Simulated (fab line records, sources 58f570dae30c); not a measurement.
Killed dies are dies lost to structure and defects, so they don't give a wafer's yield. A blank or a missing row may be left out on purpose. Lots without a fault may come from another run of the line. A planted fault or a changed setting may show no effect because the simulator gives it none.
Chamber matching | flow berkeley_cmos170 | UCB170_V1_CMP_02 on cmp-02: 4 sister chambers
The step polishes SiO2. 4 wafers are shown with their chamber, then 8 later ones without.

WAFERS WITH THEIR CHAMBER
wafer  | chamber | motor_current_A (A)
L288.2 | 2       | 14.9
L293.1 | 1       | 16.8
L293.6 | 0       | 17.1
L297.3 | 3       | 16.3

WAFERS WITHOUT THEIR CHAMBER
wafer  | motor_current_A (A)
L297.4 | 16.6
L297.5 | 16.8
L299.1 | 16.9
L299.2 | 17.5
L299.5 | 16.3
L302.1 | 16.9
L302.3 | 16.3
L302.4 | 16.4

WHICH CHAMBER EACH WENT THROUGH
wafer  | from the rows above          | in truth
L297.4 | can't be placed: 1 or 3 or 0 | 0
L297.5 | can't be placed: 1 or 0      | 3
L299.1 | can't be placed: 1 or 0      | 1
L299.2 | can't be placed: 0 or 1      | 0
L299.5 | 3                            | 3
L302.1 | can't be placed: 1 or 0      | 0
L302.3 | 3                            | 3
L302.4 | can't be placed: 3 or 1      | 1
Placed correctly: 2 of 8. Can't be placed from these rows: 6 (the true chamber is among the candidates in 5). Placed wrongly: 0.
How it was worked out, from the rows above alone: a wafer's distance from a chamber is the root of the sum, over the readings, of the square of ((its reading less the chamber's mean) divided by the reading's scatter). The wafer belongs to the nearest chamber; if the next one is less than 2 further off, it can't be placed. A chamber's mean is the mean of its shown wafers. The scatter: with one shown wafer a chamber, the root of the mean of the squares of how far each hidden wafer lies from its nearest shown one.
